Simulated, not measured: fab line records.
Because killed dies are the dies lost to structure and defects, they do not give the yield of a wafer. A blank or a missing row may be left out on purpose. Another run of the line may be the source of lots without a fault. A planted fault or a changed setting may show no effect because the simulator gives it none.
Which tool was responsible? | flow rit_cmos | 39 wafers from 13 lots sampled at 3 of the route's 202 steps

== WHAT THE GAUGES SHOWED, per wafer ==
RIT_CONTACT_CD_MEAS_08 targets a cd of 1000 nm. Usual: cd_nm at 998.9 nm, with a standard deviation of 2.1.
lot  | measured    | on        | cd_nm (nm)           | flag
L335 | day 3 09:55 | cd_sem-01 | 1002.0 1000.7 1000.6 |
L336 | day 3 15:59 | cd_sem-02 | 996.9 996.4 997.8    |
L337 | day 3 19:16 | cd_sem-01 | 1001.4 1000.5 1001.5 |
L338 | day 4 01:22 | cd_sem-02 | 997.0 998.6 997.7    |
L339 | day 4 05:56 | cd_sem-01 | 998.1 998.2 999.8    |
L340 | day 4 10:52 | cd_sem-01 | 998.5 998.7 998.8    |
L341 | day 4 17:13 | cd_sem-01 | 998.2 1000.1 1001.7  |
L342 | day 5 00:02 | cd_sem-01 | 1003.6 1001.6 1001.3 |
L343 | day 5 04:01 | cd_sem-02 | 1000.0 996.9 998.5   |
L344 | day 5 07:32 | cd_sem-01 | 996.8 997.6 996.5    |
L356 | day 7 16:39 | cd_sem-01 | 995.0 996.8 994.3    |
L357 | day 7 20:40 | cd_sem-02 | 999.5 1000.0 1000.9  |
L358 | day 8 03:53 | cd_sem-02 | 995.0 994.1 996.4    |

RIT_CONTACT_OVL_MEAS_09. Usual: CONTACT_OVL typically reads 0.6 nm, with standard deviation 1.2.
lot  | measured    | on         | CONTACT_OVL (nm) | flag
L335 | day 3 09:59 | overlay-01 | 2.8 1.0 0.4      |
L336 | day 3 16:04 | overlay-01 | 0.6 1.2 -0.1     |
L337 | day 3 19:22 | overlay-01 | 1.7 3.2 1.9      |
L338 | day 4 01:29 | overlay-01 | 1.2 -0.6 0.2     |
L339 | day 4 06:03 | overlay-01 | 0.2 -0.5 -1.8    |
L340 | day 4 10:59 | overlay-01 | 1.4 2.9 1.3      |
L341 | day 4 17:19 | overlay-01 | 1.0 1.6 1.6      |
L342 | day 5 00:08 | overlay-01 | 1.4 1.9 1.2      |
L343 | day 5 04:08 | overlay-01 | 0.4 -0.4 -0.1    |
L344 | day 5 07:39 | overlay-02 | 0.4 2.2 1.6      |
L356 | day 7 16:45 | overlay-01 | 0.7 -0.4 -1.3    |
L357 | day 7 20:47 | overlay-01 | 0.0 0.9 0.1      |
L358 | day 8 03:59 | overlay-02 | 2.5 0.6 1.2      |

RIT_M1_OVL_MEAS_10. Usual: M1_OVL typically reads -0.5 nm, with standard deviation 1.5.
lot  | measured    | on         | M1_OVL (nm)    | flag
L335 | day 3 12:55 | overlay-01 | 2.1 0.6 2.7    |
L336 | day 3 18:41 | overlay-01 | -0.8 -0.1 -1.7 |
L337 | day 3 21:53 | overlay-01 | -0.7 -0.7 -0.9 |
L338 | day 4 04:10 | overlay-01 | -1.2 1.0 -1.4  |
L339 | day 4 08:40 | overlay-01 | 0.3 -1.2 0.9   |
L340 | day 4 13:31 | overlay-01 | -0.6 0.3 0.0   |
L341 | day 4 19:49 | overlay-02 | -0.6 -0.4 -1.5 |
L342 | day 5 02:46 | overlay-02 | -2.4 -2.1 -0.7 |
L343 | day 5 06:43 | overlay-01 | -2.5 -0.8 -0.9 |
L344 | day 5 10:16 | overlay-01 | 2.2 2.2 2.7    |
L356 | day 7 19:16 | overlay-02 | 3.9 1.7 2.4    |
L357 | day 7 23:32 | overlay-02 | -0.5 -0.8 -2.1 |
L358 | day 8 06:30 | overlay-02 | -1.0 -2.6 -2.8 |

== WHICH TOOL RAN EACH LOT (tool, then ch and the chambers of the sampled wafers, then the start) ==
The record shows no process step preceding these readings.

== AS READ BY THE TOOLS THEMSELVES (means over the sampled wafers that have a number; for cases with no such wafer, the mark the record gives instead) ==
The record holds no such reading with a usual standard deviation.

== THE ANSWER, worked out from the rows above alone ==
Rule: a lot is off if the mean of its wafers that have a number lies more than 3 standard deviations from the usual mean. Also off: a lot with no number at a reading for which 4 or more lots have one. Where the step has rows for the other lots, those lots are counted as sound. Order of review: gauges by route order, followed by the tools' own readings, for which a lot's mean as printed above is used. At the first step where some lot is off, the reading lying furthest off is the one used; lots without a number count as furthest.
No lot is off on any of the readings shown, so nothing can be concluded from this.

== WHAT THE SIMULATOR HAD PUT IN ==
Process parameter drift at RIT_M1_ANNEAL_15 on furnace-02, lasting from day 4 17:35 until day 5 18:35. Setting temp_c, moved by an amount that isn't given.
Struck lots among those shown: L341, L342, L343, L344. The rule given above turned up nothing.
